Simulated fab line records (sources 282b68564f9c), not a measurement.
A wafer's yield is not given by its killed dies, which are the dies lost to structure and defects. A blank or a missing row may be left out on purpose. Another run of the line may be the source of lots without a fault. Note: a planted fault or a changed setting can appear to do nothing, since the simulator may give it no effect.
fab line records	flow rit_cmos
record: lots: 7	wafers: 21	last_day: 7
route steps=202 shown ACTIVE@1 FOX1@20 FOX2@23 M1@202
lots with no fault: from the same line, run without faults
start_h: hours from the record's opening day to when the first of the lot's shown wafers began	wait_h: hours elapsed since this lot's preceding step	" the same as in the row above	L1.1+2: several wafers, shown together as one row	- no value, or no start was given	* or withheld: withheld	< > ~ a bound
route shown NAME@n: names a module that has steps shown in the file, with the first one's number in the route	usual: the fault-free wafers' mean and standard deviation	same: alike in all rows	chamber/n: place in a boat	sites: the reading at each site	_std_site: their standard deviation	_edge_site: the outer-site mean with the inner-site mean subtracted	radius_mm: how far each site lies from the wafer's centre	mask NAME#n: copy n	behind: the most recent tool/chamber to have shaped the wafer	hold: why the lot went on hold/how many hours it stayed there/how the hold came to an end	device: names the non-switching transistor (n, p or np)	end of line: the same wafers' tests at the end of the route	step lacking rows: just its recipe	killed: dies that structure and defects cost at the first sort, which is not the same as the wafer's yield	map: shows each die of a wafer: x if killed, . if not, _ if none is there
set.NAME: the setting that was run; set.NAME@STEP: the one run at that earlier step	model.NAME: the simulator's own value behind a step, which no gauge read
lots at some steps of the route; a table a step, a row a wafer
services: the hour from which a tool's chamber was out of use, counted from the record's first day as start_h (under 0 if before that day), plus the number of hours and why
== steps ==
step: RIT_ACTIVE_BOW_MEAS_00
recipe: mode: bow
usual: INCOMING_BOW: 0/6.7
lot.wafer	tool	chamber	start_h	wait_h	INCOMING_BOW[um]
L301.1	film_metro-02	-	20.00	-	2
L301.3	"	-	"	"	2
L301.4	"	-	"	"	14
L308.2	film_metro-04	-	55.02	-	6
L308.3	"	-	"	"	6
L308.5	"	-	"	"	15
L310.1	film_metro-04	-	65.00	-	0
L310.2	"	-	"	"	-7
L310.6	"	-	"	"	-4
L311.3	film_metro-03	-	70.04	-	-9
L311.4	"	-	"	"	2
L311.6	"	-	"	"	-13
L313.4	film_metro-02	-	80.06	-	-4
L313.5	"	-	"	"	8
L313.6	"	-	"	"	6
L317.1	film_metro-02	-	100.00	-	-6
L317.3	"	-	"	"	-5
L317.4	"	-	"	"	7
L321.1	film_metro-02	-	120.00	-	2
L321.3	"	-	"	"	2
L321.4	"	-	"	"	5
step: RIT_ACTIVE_OXIDATION_01
recipe: temp_c: 1000	ambient: O2	target_thk_a: 468	ox_time_s: 3360
usual: zone_power_centre_pct: 47.2/2.4	zone_power_source_pct: 34.0/0.74
lot.wafer	tool	chamber	start_h	wait_h	zone_power_centre_pct	zone_power_source_pct	model.SiO2_of_ACTIVE_OXIDATION_01.thk_nm
L301.1	furnace-01	0	20.73	0.7	47.0	34.5	45.85
L301.3	"	0	"	"	46.6	34.9	47.09
L301.4	"	0	"	"	46.9	35.4	46.3
L308.2	furnace-01	0	56.01	1.0	47.0	34.9	61.16
L308.3	"	0	"	"	47.2	34.5	61.31
L308.5	"	0	"	"	46.4	34.9	60.55
L310.1	furnace-01	0	67.82	2.8	47.2	34.8	60.78
L310.2	"	0	"	"	47.4	35.3	60.3
L310.6	"	0	"	"	47.7	34.9	60.61
L311.3	furnace-03	0	70.12	0.1	44.0	33.7	47.04
L311.4	"	0	"	"	44.0	34.0	47.21
L311.6	"	0	"	"	44.0	33.7	47.11
L313.4	furnace-01	0	81.13	1.0	47.1	34.7	61.41
L313.5	"	0	"	"	47.1	34.5	61.81
L313.6	"	0	"	"	47.0	34.5	62.02
L317.1	furnace-04	0	100.35	0.3	49.5	33.4	45.05
L317.3	"	0	"	"	49.5	33.4	45.02
L317.4	"	0	"	"	50.7	33.7	45.19
L321.1	furnace-04	0	120.12	0.1	50.3	33.6	47.24
L321.3	"	0	"	"	51.2	33.8	47.12
L321.4	"	0	"	"	49.9	33.1	47.92
step: RIT_ACTIVE_THK_MEAS_02
recipe: reads: SiO2_of_ACTIVE_OXIDATION_01
usual: ACTIVE_OXIDE_THK: 46.6/0.8
lot.wafer	tool	chamber	start_h	wait_h	ACTIVE_OXIDE_THK[nm]
L301.1	film_metro-02	-	22.66	0.0	45.8
L301.3	"	-	"	"	47.0
L301.4	"	-	"	"	46.3
L308.2	film_metro-04	-	57.95	0.0	61.1
L308.3	"	-	"	"	61.3
L308.5	"	-	"	"	60.6
L310.1	film_metro-03	-	69.76	0.0	60.8
L310.2	"	-	"	"	60.3
L310.6	"	-	"	"	60.6
L311.3	film_metro-04	-	72.07	0.0	47.0
L311.4	"	-	"	"	47.2
L311.6	"	-	"	"	47.1
L313.4	film_metro-03	-	83.09	0.0	61.3
L313.5	"	-	"	"	61.8
L313.6	"	-	"	"	62.0
L317.1	film_metro-03	-	102.28	0.0	45.1
L317.3	"	-	"	"	45.0
L317.4	"	-	"	"	45.2
L321.1	film_metro-02	-	122.05	0.0	47.3
L321.3	"	-	"	"	47.1
L321.4	"	-	"	"	47.9
step: RIT_ACTIVE_CVD_03
recipe: material: Si3N4	target_thk_nm: 150	temp_c: 810	precursor: SiH2Cl2/NH3	time_s: 1500	pressure_mtorr: 300	sih2cl2_flow_sccm: 60	nh3_flow_sccm: 150
step: RIT_ACTIVE_THK_MEAS_04
recipe: reads: Si3N4_of_ACTIVE_CVD_03
usual: ACTIVE_NITRIDE_THK: 150.0/1.3
lot.wafer	tool	chamber	start_h	wait_h	ACTIVE_NITRIDE_THK[nm]
L301.1	film_metro-03	-	24.14	0.0	148.1
L301.3	"	-	"	"	147.6
L301.4	"	-	"	"	149.0
L308.2	film_metro-04	-	59.43	0.0	150.9
L308.3	"	-	"	"	150.9
L308.5	"	-	"	"	152.1
L310.1	film_metro-03	-	71.95	0.0	151.2
L310.2	"	-	"	"	151.3
L310.6	"	-	"	"	150.5
L311.3	film_metro-04	-	75.32	0.0	149.1
L311.4	"	-	"	"	149.7
L311.6	"	-	"	"	150.5
L313.4	film_metro-02	-	84.57	0.0	147.9
L313.5	"	-	"	"	148.8
L313.6	"	-	"	"	148.3
L317.1	film_metro-02	-	103.76	0.0	149.1
L317.3	"	-	"	"	150.3
L317.4	"	-	"	"	151.1
L321.1	film_metro-02	-	123.53	0.0	151.4
L321.3	"	-	"	"	150.6
L321.4	"	-	"	"	152.6
step: RIT_ACTIVE_HMDS_05
recipe: prime_time_s: 60	prime_temp_c: 140
step: RIT_ACTIVE_COAT_06
recipe: resist: NOVOLAK	spin_rpm: 3250	resist_thk_nm: 1000
step: RIT_ACTIVE_SOFTBAKE_07
recipe: resist: NOVOLAK	temp_c: 90	time_s: 60
step: RIT_ACTIVE_EXPOSE_08
recipe: mask_id: M1	na: 0.6	source_shape: conventional	sigma_outer: 0.6	target_cd_nm: 1400	dose_mj: 229
step: RIT_ACTIVE_PEB_09
recipe: resist: NOVOLAK	temp_c: withheld	time_s: withheld
step: RIT_ACTIVE_DEVELOP_10
recipe: resist: NOVOLAK	develop_time_s: 50	dev_temp_c: 23
step: RIT_ACTIVE_CD_MEAS_11
recipe: target_cd_nm: 1400
usual: cd_nm: 1399.6/2.4
lot.wafer	tool	chamber	start_h	wait_h	cd_nm
L301.1	cd_sem-01	-	25.40	-	1394.7
L301.3	"	-	"	"	1394.9
L301.4	"	-	"	"	1396.8
L308.2	cd_sem-01	-	60.35	-	1401.8
L308.3	"	-	"	"	1402.6
L308.5	"	-	"	"	1401.7
L310.1	cd_sem-02	-	73.05	-	1399.0
L310.2	"	-	"	"	1398.0
L310.6	"	-	"	"	1400.6
L311.3	cd_sem-02	-	76.38	-	1395.4
L311.4	"	-	"	"	1395.7
L311.6	"	-	"	"	1395.6
L313.4	cd_sem-01	-	85.51	-	1397.3
L313.5	"	-	"	"	1401.9
L313.6	"	-	"	"	1397.7
L317.1	cd_sem-01	-	104.67	-	1399.1
L317.3	"	-	"	"	1398.1
L317.4	"	-	"	"	1398.0
L321.1	cd_sem-02	-	124.47	-	1402.7
L321.3	"	-	"	"	1401.7
L321.4	"	-	"	"	1403.9
step: RIT_ACTIVE_HARDBAKE_12
recipe: resist: NOVOLAK	temp_c: 140	time_s: 60
step: RIT_ACTIVE_ETCH_13
recipe: stop_on: SiO2	chemistry: SF6	target: Si3N4	time_s: 210	over_etch_frac: 0.4	SF6_flow_sccm: 200	pressure_mtorr: 260	rf_w: 125	target_depth_a: 2100
usual: drypump_motor_current_A: 5.52/0.28	oes_product_au: 0.819/0.013	throttle_valve_pct: 7.50/0.12
lot.wafer	tool	chamber	start_h	wait_h	drypump_motor_current_A	oes_product_au	rf_hours_counter_h	throttle_valve_pct
L301.1	rie_diel-01	2	25.76	0.1	5.54	0.808	97	7.44
L301.3	"	3	"	"	5.29	0.829	170	7.64
L301.4	"	0	"	"	6.03	0.815	163	7.46
L308.2	rie_diel-04	2	60.60	0.1	5.62	0.816	150	7.54
L308.3	"	3	"	"	5.33	0.825	28	7.43
L308.5	"	1	"	"	5.72	0.826	-	7.65
L310.1	rie_diel-03	2	73.32	0.1	5.46	0.830	27	7.75
L310.2	"	3	"	"	4.96	0.848	114	7.49
L310.6	"	0	"	"	5.73	0.827	-	7.41
L311.3	rie_diel-01	1	76.61	0.1	5.23	0.792	54	7.30
L311.4	"	2	"	"	5.54	0.812	-	7.44
L311.6	"	1	"	"	5.24	0.802	-	7.32
L313.4	rie_diel-01	3	85.78	0.1	5.28	0.816	-	7.65
L313.5	"	1	"	"	5.23	0.791	-	7.30
L313.6	"	2	"	"	5.51	0.810	-	7.45
L317.1	rie_diel-01	2	104.94	0.1	5.50	0.815	99	7.44
L317.3	"	0	"	"	6.05	0.820	0	7.46
L317.4	"	1	"	"	5.25	0.793	55	7.32
L321.1	rie_diel-01	3	124.74	0.1	5.28	0.822	1	7.67
L321.3	"	2	"	"	5.51	0.814	99	7.45
L321.4	"	1	"	"	5.25	0.800	55	7.30
step: RIT_ACTIVE_STRIP_14
recipe: chemistry: O2	time_s: 180	resist: NOVOLAK	platen_temp_c: withheld	power_w: 500	pressure_mtorr: 4000	o2_flow_sccm: 4000
usual: drypump_motor_current_A: 5.5/0.42
lot.wafer	tool	chamber	start_h	wait_h	drypump_motor_current_A	rf_hours_counter_h
L301.1	plasma_asher-02	1	25.89	0.1	6.1	36
L301.3	"	0	"	"	5.3	-
L301.4	"	1	"	"	6.2	-
L308.2	plasma_asher-03	1	60.73	0.1	6.0	41
L308.3	"	0	"	"	5.5	-
L308.5	"	0	"	"	5.5	-
L310.1	plasma_asher-01	1	73.46	0.1	5.4	43
L310.2	"	0	"	"	4.9	43
L310.6	"	0	"	"	4.9	-
L311.3	plasma_asher-01	1	76.80	0.1	5.4	-
L311.4	"	0	"	"	4.9	-
L311.6	"	1	"	"	5.4	-
L313.4	plasma_asher-03	1	85.91	0.1	6.0	-
L313.5	"	1	"	"	6.0	-
L313.6	"	0	"	"	5.5	-
L317.1	plasma_asher-03	1	105.07	0.1	5.9	45
L317.3	"	1	"	"	5.9	-
L317.4	"	0	"	"	5.5	-
L321.1	plasma_asher-03	1	124.87	0.1	6.0	48
L321.3	"	0	"	"	5.5	-
L321.4	"	1	"	"	6.0	-
step: RIT_ACTIVE_CD_MEAS_90
recipe: target_cd_nm: 1400
usual: cd_nm: 1399.7/2.5
lot.wafer	tool	chamber	start_h	wait_h	cd_nm
L301.1	cd_sem-02	-	26.06	0.1	1394.1
L301.3	"	-	"	"	1395.0
L301.4	"	-	"	"	1396.4
L308.2	cd_sem-02	-	60.92	0.1	1401.7
L308.3	"	-	"	"	1403.0
L308.5	"	-	"	"	1402.0
L310.1	cd_sem-02	-	73.63	0.1	1398.6
L310.2	"	-	"	"	1397.9
L310.6	"	-	"	"	1400.8
L311.3	cd_sem-01	-	76.95	0.1	1395.3
L311.4	"	-	"	"	1395.5
L311.6	"	-	"	"	1395.7
L313.4	cd_sem-02	-	86.09	0.1	1397.7
L313.5	"	-	"	"	1401.7
L313.6	"	-	"	"	1397.5
L317.1	cd_sem-01	-	105.25	0.1	1399.2
L317.3	"	-	"	"	1398.4
L317.4	"	-	"	"	1398.6
L321.1	cd_sem-01	-	125.05	0.1	1403.1
L321.3	"	-	"	"	1401.2
L321.4	"	-	"	"	1404.3
step: RIT_ACTIVE_CLEAN_15
recipe: chemistry: SC1	mix: 3:3:50	time_s: 600	temp_c: 75
step: RIT_ACTIVE_CLEAN_16
recipe: chemistry: dHF	dilution: 50:1	time_s: 30
step: RIT_ACTIVE_CLEAN_17
recipe: chemistry: SC2	mix: 3:3:50	time_s: 600	temp_c: 75	dry: n2_spin
step: RIT_FOX1_OXIDATION_00
recipe: temp_c: 1100	ambient: H2O	target_thk_a: 3507	p_h2o_torr: 720	ox_time_s: 1130
step: RIT_FOX1_THK_MEAS_01
recipe: reads: SiO2_of_FOX1_OXIDATION_00
usual: FOX1_OXIDE_THK: 348/7.5
lot.wafer	tool	chamber	start_h	wait_h	FOX1_OXIDE_THK[nm]
L301.1	film_metro-01	-	28.69	0.0	345
L301.3	"	-	"	"	350
L301.4	"	-	"	"	348
L308.2	film_metro-01	-	63.82	0.0	345
L308.3	"	-	"	"	353
L308.5	"	-	"	"	357
L310.1	film_metro-01	-	75.71	0.0	347
L310.2	"	-	"	"	354
L310.6	"	-	"	"	353
L311.3	film_metro-04	-	80.54	0.0	352
L311.4	"	-	"	"	341
L311.6	"	-	"	"	345
L313.4	film_metro-04	-	88.40	0.0	339
L313.5	"	-	"	"	337
L313.6	"	-	"	"	339
L317.1	film_metro-03	-	108.08	0.0	333
L317.3	"	-	"	"	333
L317.4	"	-	"	"	335
L321.1	film_metro-01	-	129.70	0.0	356
L321.3	"	-	"	"	357
L321.4	"	-	"	"	360
step: RIT_FOX1_WET_ETCH_02
recipe: chemistry: BOE	target_depth_nm: 350	time_s: 390	temp_c: 21.5	dry: n2_spin	dilution: 10:1	target: SiO2
step: RIT_FOX2_OXIDATION_00
recipe: temp_c: 1092	ambient: H2O	target_thk_a: 3507	p_h2o_torr: 720	ox_time_s: 1130
step: RIT_FOX2_THK_MEAS_01
recipe: reads: SiO2_of_FOX2_OXIDATION_00
usual: FOX2_OXIDE_THK: 336/6.7
lot.wafer	tool	chamber	start_h	wait_h	FOX2_OXIDE_THK[nm]
L301.1	film_metro-04	-	31.45	0.0	341
L301.3	"	-	"	"	336
L301.4	"	-	"	"	343
L308.2	film_metro-04	-	67.90	0.1	337
L308.3	"	-	"	"	343
L308.5	"	-	"	"	341
L310.1	film_metro-04	-	79.21	0.0	322
L310.2	"	-	"	"	310
L310.6	"	-	"	"	324
L311.3	film_metro-02	-	83.89	0.0	341
L311.4	"	-	"	"	344
L311.6	"	-	"	"	344
L313.4	film_metro-04	-	90.30	0.0	326
L313.5	"	-	"	"	338
L313.6	"	-	"	"	333
L317.1	film_metro-01	-	110.01	0.0	327
L317.3	"	-	"	"	332
L317.4	"	-	"	"	339
L321.1	film_metro-01	-	131.19	0.0	343
L321.3	"	-	"	"	340
L321.4	"	-	"	"	344
step: RIT_FOX2_CLEAN_02
recipe: chemistry: dHF	dilution: 50:1	time_s: 180
step: RIT_FOX2_WET_ETCH_03
recipe: chemistry: H3PO4	target: Si3N4	target_depth_nm: 195	temp_c: 165	time_s: 2700
lot.wafer	tool	chamber	start_h	wait_h	model.SiO2_of_ACTIVE_OXIDATION_01.thk_nm
L301.1	wet_bench-02	0	31.57	0.0	40.35
L301.3	"	0	"	"	41.58
L301.4	"	0	"	"	41.24
L308.2	wet_bench-02	2	68.01	0.0	54.01
L308.3	"	2	"	"	54.14
L308.5	"	2	"	"	53.46
L310.1	wet_bench-04	0	79.33	0.0	53.95
L310.2	"	0	"	"	53.36
L310.6	"	0	"	"	53.77
L311.3	wet_bench-03	0	84.05	0.0	40.85
L311.4	"	0	"	"	41.62
L311.6	"	0	"	"	40.9
L313.4	wet_bench-04	2	90.39	0.0	53.94
L313.5	"	2	"	"	53.52
L313.6	"	2	"	"	54.37
L317.1	wet_bench-03	0	110.13	0.0	39.58
L317.3	"	0	"	"	40.02
L317.4	"	0	"	"	39.05
L321.1	wet_bench-03	0	131.30	0.0	41.79
L321.3	"	0	"	"	41.56
L321.4	"	0	"	"	41.65
step: RIT_FOX2_THK_MEAS_90
recipe: reads: SiO2_of_FOX2_OXIDATION_00
usual: FIELD_OXIDE_LEFT_1_THK: 308/6.8
lot.wafer	tool	chamber	start_h	wait_h	FIELD_OXIDE_LEFT_1_THK[nm]
L301.1	film_metro-02	-	32.39	0.0	314
L301.3	"	-	"	"	309
L301.4	"	-	"	"	316
L308.2	film_metro-02	-	68.78	0.0	310
L308.3	"	-	"	"	315
L308.5	"	-	"	"	314
L310.1	film_metro-01	-	80.16	0.0	295
L310.2	"	-	"	"	283
L310.6	"	-	"	"	296
L311.3	film_metro-01	-	84.83	0.0	315
L311.4	"	-	"	"	317
L311.6	"	-	"	"	317
L313.4	film_metro-01	-	91.18	0.0	298
L313.5	"	-	"	"	310
L313.6	"	-	"	"	305
L317.1	film_metro-02	-	110.89	0.0	300
L317.3	"	-	"	"	304
L317.4	"	-	"	"	312
L321.1	film_metro-04	-	132.06	0.0	315
L321.3	"	-	"	"	313
L321.4	"	-	"	"	318
step: RIT_M1_PROBE_99
usual: killed_at_contacts: 0.1/0.27	killed_at_front_end: 7/3.3	killed_dies: 7/3.3	killed_open: 3.5/2	killed_short: 3.8/2.2
same: gross_dies: 264	killed_at_M0_to_M3: 0	killed_at_M4_up: 0	killed_at_back_side: 0	killed_at_other: 0
lot.wafer	tool	chamber	start_h	wait_h	killed_at_contacts	killed_at_front_end	killed_dies	killed_open	killed_short	model.etest.pldd.width_nm	model.etest.nldd.width_nm	model.etest.pplus_sal.width_nm	model.etest.nplus_sal.width_nm	model.etest.nmos_0p3.r_on_ohm_um	model.etest.nmos_narrow.drive_ua_um	model.etest.pmos_narrow.drive_ua_um	model.etest.nmos_0p3.drive_ua_um
L301.1	prober-02	-	75.54	0.1	0	5	5	3	2	3211	3195	3458	3475	2172	230.1	104.7	227.6
L301.3	prober-02	-	75.64	0.2	0	8	8	3	5	3204	3177	3453	3445	2114	231.1	105.2	229.5
L301.4	prober-02	-	75.69	0.2	0	5	5	1	4	3193	3207	3463	3475	2166	230.4	104.4	225.7
L308.2	prober-01	-	107.63	0.1	0	6	6	3	3	3048	3037	3380	3380	2128	197.9	93.82	224.2
L308.3	prober-01	-	107.68	0.2	0	4	4	1	3	3027	3002	3365	3375	2140	194.9	92.41	223.9
L308.5	prober-01	-	107.78	0.2	1	8	9	5	4	3031	3024	3378	3374	2144	194.8	91.63	224.1
L310.1	prober-01	-	123.00	0.1	0	9	9	4	5	3062	3061	3403	3392	2122	209.5	94.96	231.3
L310.2	prober-01	-	123.05	0.1	1	5	6	3	3	3079	3079	3398	3388	2081	218.5	98.14	236.6
L310.6	prober-01	-	123.25	0.2	0	7	7	2	5	3060	3071	3387	3390	2134	208.3	93.8	227.8
L311.3	prober-02	-	125.67	0.2	1	1	2	1	1	3166	3177	3466	3458	2109	232.1	105.8	233.6
L311.4	prober-02	-	125.72	0.2	0	8	8	4	4	3192	3192	3461	3450	2126	230.3	105	230.5
L311.6	prober-02	-	125.82	0.2	0	6	6	1	5	3180	3193	3457	3468	2120	228.1	105	229.3
L313.4	prober-02	-	132.44	0.2	0	10	10	4	6	3054	3055	3382	3403	2148	200.1	95.57	222.9
L313.5	prober-02	-	132.49	0.2	0	6	6	3	3	3018	3026	3400	3394	2144	195.9	94.64	225.5
L313.6	prober-02	-	132.54	0.2	0	7	7	4	3	3014	3030	3394	3374	2176	188.1	91.84	219
L317.1	prober-02	-	151.96	0.1	0	10	10	4	6	3228	3232	3491	3485	2056	242.1	112.7	233.8
L317.3	prober-02	-	152.06	0.2	0	8	8	2	6	3216	3228	3471	3474	2064	240.9	112.8	232.8
L317.4	prober-02	-	152.11	0.2	0	7	7	6	1	3240	3215	3490	3466	2108	239	108.5	232.3
L321.1	prober-02	-	173.35	0.1	0	7	7	3	4	3168	3170	3435	3470	2162	222.8	102.5	224.6
L321.3	prober-02	-	173.45	0.2	0	9	9	4	5	3180	3202	3459	3462	2132	229.4	103.6	226.8
L321.4	prober-02	-	173.50	0.2	0	8	8	2	6	3164	3162	3447	3444	2183	219.6	98.48	222.6
killed by level:class
L301.1 GATE:geometric_particle:short=2 GATE:geometric_particle:open=1 REOX:geometric_particle:open=1 SPACER:geometric_particle:open=1
L301.3 GATE:geometric_particle:short=3 GATE:geometric_particle:open=1 REOX:geometric_particle:open=1 REOX:geometric_particle:short=1 SILICIDE:geometric_particle:open=1 SILICIDE:geometric_particle:short=1
L301.4 FOX1:geometric_particle:short=2 GATE:geometric_particle:short=1 REOX:geometric_particle:open=1 SPACER:geometric_particle:short=1
L308.2 FOX1:geometric_particle:short=1 FOX1:geometric_particle:open=1 FOX2:geometric_particle:open=1 GATE:geometric_particle:short=1 SPACER:geometric_particle:open=1 SILICIDE:geometric_particle:short=1
L308.3 FOX2:geometric_particle:short=2 SPACER:geometric_particle:short=1 SILICIDE:geometric_particle:open=1
L308.5 FOX1:geometric_particle:open=2 FOX1:geometric_particle:short=1 GATE:geometric_particle:open=1 GATE:geometric_particle:short=1 REOX:geometric_particle:short=1 REOX:geometric_particle:open=1 SPACER:geometric_particle:open=1 CONTACT:geometric_particle:short=1
L310.1 SILICIDE:geometric_particle:short=4 FOX1:geometric_particle:open=2 GATE:geometric_particle:open=1 SPACER:geometric_particle:short=1 SILICIDE:geometric_particle:open=1
L310.2 GATE:geometric_particle:short=2 FOX1:geometric_particle:open=1 SPACER:geometric_particle:open=1 SILICIDE:geometric_particle:short=1 CONTACT:geometric_particle:open=1
L310.6 FOX1:geometric_particle:short=2 FOX1:geometric_particle:open=1 FOX2:geometric_particle:short=1 REOX:geometric_particle:short=1 SILICIDE:geometric_particle:open=1 SILICIDE:geometric_particle:short=1
L311.3 GATE:geometric_particle:short=1 CONTACT:geometric_particle:open=1
L311.4 GATE:geometric_particle:open=2 FOX1:geometric_particle:open=1 GATE:geometric_particle:short=1 REOX:geometric_particle:open=1 REOX:geometric_particle:short=1 SPACER:geometric_particle:short=1 SILICIDE:geometric_particle:short=1
L311.6 FOX1:geometric_particle:short=2 GATE:geometric_particle:open=1 GATE:geometric_particle:short=1 SPACER:geometric_particle:short=1 SILICIDE:geometric_particle:short=1
L313.4 FOX2:geometric_particle:short=3 FOX1:geometric_particle:open=2 FOX1:geometric_particle:short=1 FOX2:geometric_particle:open=1 GATE:geometric_particle:short=1 SPACER:geometric_particle:short=1 SILICIDE:geometric_particle:open=1
L313.5 FOX1:geometric_particle:short=3 REOX:geometric_particle:open=2 SILICIDE:geometric_particle:open=1
L313.6 SILICIDE:geometric_particle:open=2 FOX2:geometric_particle:short=1 FOX2:geometric_particle:open=1 GATE:geometric_particle:short=1 REOX:geometric_particle:short=1 SPACER:geometric_particle:open=1
L317.1 FOX1:geometric_particle:short=2 SPACER:geometric_particle:short=2 FOX1:geometric_particle:open=1 FOX2:geometric_particle:open=1 GATE:geometric_particle:short=1 REOX:geometric_particle:short=1 REOX:geometric_particle:open=1 SPACER:geometric_particle:open=1
L317.3 GATE:geometric_particle:short=2 REOX:geometric_particle:short=2 FOX1:geometric_particle:open=1 FOX2:geometric_particle:short=1 GATE:geometric_particle:open=1 SILICIDE:geometric_particle:short=1
L317.4 FOX1:geometric_particle:open=2 GATE:geometric_particle:open=2 FOX2:geometric_particle:open=1 GATE:geometric_particle:short=1 SPACER:geometric_particle:open=1
L321.1 SPACER:geometric_particle:short=2 FOX2:geometric_particle:open=1 GATE:geometric_particle:open=1 GATE:geometric_particle:short=1 REOX:geometric_particle:open=1 SILICIDE:geometric_particle:short=1
L321.3 FOX1:geometric_particle:open=3 GATE:geometric_particle:short=3 FOX1:geometric_particle:short=1 SILICIDE:geometric_particle:open=1 SILICIDE:geometric_particle:short=1
L321.4 SPACER:geometric_particle:open=2 SPACER:geometric_particle:short=2 SILICIDE:geometric_particle:short=2 FOX1:geometric_particle:short=1 GATE:geometric_particle:short=1
== services ==
tool	chamber	start_h	hours	kind
plasma_asher-02	-	1.83	6.4	repair
furnace-04	-	4.27	21.9	pm
rie_diel-03	2	10.13	13.3	repair
furnace-03	-	14.40	2.9	pm
rie_diel-03	-	24.26	0.6	repair
furnace-04	-	26.12	3.6	pm
rie_diel-01	3	42.68	-	clean
rie_diel-01	3	42.68	13.3	scheduled_down
rie_diel-01	3	42.68	13.3	vent_cycle
plasma_asher-03	-	45.49	2.8	repair
furnace-03	-	50.70	3.2	pm
rie_diel-03	1	59.21	9.7	repair
rie_diel-03	1	69.05	-	clean
rie_diel-03	1	69.05	29.8	scheduled_down
rie_diel-03	1	69.05	29.8	vent_cycle
rie_diel-01	0	73.65	-	clean
rie_diel-01	0	73.65	18.6	scheduled_down
rie_diel-01	0	73.65	18.6	vent_cycle
plasma_asher-03	-	78.11	4.9	repair
rie_diel-01	2	79.10	2.7	repair
rie_diel-04	2	96.80	4.1	repair
plasma_asher-02	-	108.75	9.0	pm
rie_diel-03	0	108.92	5.8	repair
rie_diel-04	3	126.70	1.5	repair
== key ==
first_sign: step: RIT_ACTIVE_THK_MEAS_02	reading: ACTIVE_OXIDE_THK	direction: up	sigmas: 18	usual: 46.6	struck: 61.1
effect none on later readings
model_effect: step: RIT_ACTIVE_OXIDATION_01	value: SiO2_of_ACTIVE_OXIDATION_01.thk_nm	without: 46.79	struck: 61.1
model_effect: step: RIT_FOX2_WET_ETCH_03	value: SiO2_of_ACTIVE_OXIDATION_01.thk_nm	without: 41.17	struck: 53.84
model_effect: step: RIT_M1_PROBE_99	value: etest.pldd.width_nm	without: 3203	struck: 3044
met_at RIT_ACTIVE_OXIDATION_01
struck_wafers L308.2,L308.3,L308.5,L310.1,L310.2,L310.6,L313.4,L313.5,L313.6
tester_left_out L308,L310,L313
onset_between 20.73 56.01
fault: kind: process_parameter_drift	tool: furnace-01	chamber: -	onset_h: 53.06	steps: RIT_ACTIVE_OXIDATION_01	channel: ox_time_s	offset: *	shape: step	end_h: 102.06	acts_in: *	stated: *
tester_left_out: of these lots the tester's yield and bins aren't shown, on N5 and GAA mostly nor the transistor test; their killed dies are dies lost to structure and defects alone, not to doping, threshold or leakage, so they don't give the yield
